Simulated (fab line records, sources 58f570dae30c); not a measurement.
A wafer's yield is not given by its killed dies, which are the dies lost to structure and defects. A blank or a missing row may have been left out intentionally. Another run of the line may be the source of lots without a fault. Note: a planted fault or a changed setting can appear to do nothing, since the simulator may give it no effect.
A struck lot beside a sound one	flow berkeley cmos170	15 out of 331 route steps
Sound: wafers L631.1, L631.4, L631.6. Struck: wafers L646.1, L646.6 (left out: L646.4, a lot-mate that was not struck); the cause follows at the end.
Each step with rows lists, per side, the tool, then ch with its chambers, then its first start. Under that, the readings that differ: sound wafers	struck wafers	difference of the means	sigmas: that difference in standard deviations of wafers without a fault.
alike: a reading whose means differ by less than 2 such deviations, as well as words and numbers matching on both sides. not compared: withheld readings; readings where some wafer has no value; bounds like >300 that might hide an equal value; numbers whose values overlap and for which the record gives no deviation.
Wherever a step has rows on one side only, a row that says differs or no value, or a row with sigmas, the two part there. Numbers that have no deviation but don't overlap get no sigmas and don't part them. A reading that every wafer of one side lacks parts them only if that side has two wafers or more.

first, 5 steps without rows for these wafers: UCB170_M1_COAT_04 (resist thk 900 nm); UCB170_M1_SOFTBAKE_05 (time 60 s); UCB170_M1_EXPOSE_06 (exposes mask METAL1, target cd 700 nm); UCB170_M1_PEB_07; UCB170_M1_DEVELOP_08 (develop time 45.92 s).
UCB170_M1_CD_MEAS_09: target cd 700 nm.
  sound on cd sem-02, day 8 15:30; struck on cd sem-01, day 11 13:03
  alike: cd nm
UCB170_M1_OVL_MEAS_10:
  sound on overlay-02, day 8 15:37; struck on overlay-01, day 11 13:10
  alike: M1_OVL
UCB170_M1_ETCH_11: etches BARC in N2/H2.
  sound on rie diel-01 ch 2,3, day 8 15:39; struck on rie diel-02 ch 3, day 11 13:12
reading	sound	struck	difference	sigmas
drypump motor current A (A)	6.1 5.8 6.1	4.8 4.8	-1.2	-2
oes product au (a.u.)	1.008 1.031 1.022	0.978 0.980	-0.041	-3
  alike: throttle valve pct
UCB170_M1_METAL_ETCH_12: etches Al in Cl2/BCl3, stops on PSG, target depth 780 nm, time 132.9 s.
  sound on rie metal-02 ch 0,1, day 8 15:42; struck on rie metal-02 ch 1, day 11 13:15
  alike: drypump motor current A, mfc cl2 sccm, oes product au, throttle valve pct
  not compared: rf hours counter h
UCB170_M1_STRIP_13: strips in O2.
  sound on plasma asher-02 ch 0,1, day 8 15:50; struck on plasma asher-01 ch 1, day 11 13:23
  alike: drypump motor current A, oes product au
  not compared: rf hours counter h
UCB170_M1_CD_MEAS_90: target cd 700 nm.
  sound on cd sem-02, day 8 15:56; struck on cd sem-01, day 11 13:29
  alike: cd nm
then, 1 step without rows for these wafers: UCB170_M1_ANNEAL_14 (time 1200 s).
UCB170_V1_CVD_00: deposits SiO2 from TEOS/O2, target thk 2000 nm, time 250 s.
  sound on pecvd-03 ch 0,1, day 8 18:10; struck on pecvd-03 ch 2, day 11 14:56
reading	sound	struck	difference	sigmas
model.SiO2_of_V1_CVD_00.thk nm (nm)	1984 2027 2023	1203 1225	-797	
  alike: heater power w
UCB170_V1_THK_MEAS_01:
  sound on film metro-01, day 8 18:19; struck on film metro-04, day 11 15:19
reading	sound	struck	difference	sigmas
V1_TEOS_THK (nm)	1983 2027 2022	1203 1225	-797	-32
  not compared: hold
UCB170_V1_CMP_02: polishes SiO2.
  sound on cmp-01 ch 0,2,3, day 8 18:23; struck on cmp-02 ch 0,3, day 11 17:16
reading	sound	struck	difference	sigmas
hold	- - -	await dispo/1.8h/release await dispo/1.8h/release	no value on the sound wafers	
  alike: motor current A

== WHERE THEY PART ==
First at UCB170_M1_ETCH_11; last, within this record, at UCB170_V1_CMP_02.

WHY: the cause the simulator had injected
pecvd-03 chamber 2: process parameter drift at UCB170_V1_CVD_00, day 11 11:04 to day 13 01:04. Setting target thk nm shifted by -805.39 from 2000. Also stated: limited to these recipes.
